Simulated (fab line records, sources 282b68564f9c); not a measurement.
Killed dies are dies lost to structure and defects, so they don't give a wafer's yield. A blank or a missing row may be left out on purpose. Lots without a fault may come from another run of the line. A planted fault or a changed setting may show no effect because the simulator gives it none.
A struck lot beside a sound one | flow rit_cmos | 15 steps out of a route of 202
Sound: wafers L857.1, L857.3, L857.6. Struck: wafers L863.2, L863.4, L863.5. The cause comes at the end.
At each step with rows: each side's tool, then ch and its chambers, then its first start. Under that, the readings that differ: sound wafers | struck wafers | difference of the means | sigmas: that difference in standard deviations of wafers without a fault.
alike: readings whose means differ by less than 2 such deviations, and words and numbers that are the same on both sides. not compared: withheld readings, readings that some wafer has no value for, bounds like >300 that may hide the same value, and numbers for which the record gives no deviation and whose values overlap.
The two part at a step that has a row with sigmas, a row that says differs or no value, or rows on one side only. Numbers that don't overlap but have no deviation are shown without sigmas and don't part them. A reading that every wafer of one side lacks parts them only if that side has two wafers or more.

RIT_ACTIVE_THK_MEAS_04:
  sound on film_metro-02, day 2 10:14; struck on film_metro-03, day 3 15:37
  alike: ACTIVE_NITRIDE_THK
then, 6 steps without rows for these wafers: RIT_ACTIVE_HMDS_05 (prime time 60 s); RIT_ACTIVE_COAT_06 (resist thk 1000 nm); RIT_ACTIVE_SOFTBAKE_07 (time 60 s); RIT_ACTIVE_EXPOSE_08 (exposes mask M1, target cd 1400 nm); RIT_ACTIVE_PEB_09; RIT_ACTIVE_DEVELOP_10 (develop time 48.72 s).
RIT_ACTIVE_CD_MEAS_11: target cd 1400 nm.
  sound on cd_sem-02, day 2 11:09; struck on cd_sem-02, day 3 16:32
  alike: cd_nm
then, 1 step without rows for these wafers: RIT_ACTIVE_HARDBAKE_12 (time 60 s).
RIT_ACTIVE_ETCH_13: etches Si3N4 in SF6, stops on SiO2, time 210 s, target depth 210 nm.
  sound on rie_diel-01 ch 0,3, day 2 11:25; struck on rie_diel-04 ch 0,2,3, day 3 16:47
  alike: drypump_motor_current_A, oes_product_au, throttle_valve_pct
  not compared: rf_hours_counter_h
RIT_ACTIVE_STRIP_14: strips in O2, time 180 s.
  sound on plasma_asher-04 ch 0,1, day 2 11:33; struck on plasma_asher-04 ch 0,1, day 3 16:55
  alike: drypump_motor_current_A
  not compared: rf_hours_counter_h
RIT_ACTIVE_CD_MEAS_90: target cd 1400 nm.
  sound on cd_sem-01, day 2 11:44; struck on cd_sem-02, day 3 17:07
  alike: cd_nm
RIT_ACTIVE_CLEAN_15: cleans in SC1, time 600 s.
  sound on wet_bench-04 ch 0, day 2 11:51; struck on wet_bench-01 ch 3, day 3 17:13
  no value came back on the struck wafers for bath_guard_temp_C (C), bath_heat_duty_pct (%); on the sound wafers bath_guard_temp_C (C) reads 74.8 74.6 74.4
then, 1 step without rows for these wafers: RIT_ACTIVE_CLEAN_16 (cleans in dHF, time 30 s).
RIT_M1_PROBE_99:
  the record has rows for the sound wafers here (prober-02, day 4 06:28) and none for the struck ones

WHERE THEY PART
First at RIT_ACTIVE_CLEAN_15; last, within this record, at RIT_M1_PROBE_99.

WHY: what the simulator had put in
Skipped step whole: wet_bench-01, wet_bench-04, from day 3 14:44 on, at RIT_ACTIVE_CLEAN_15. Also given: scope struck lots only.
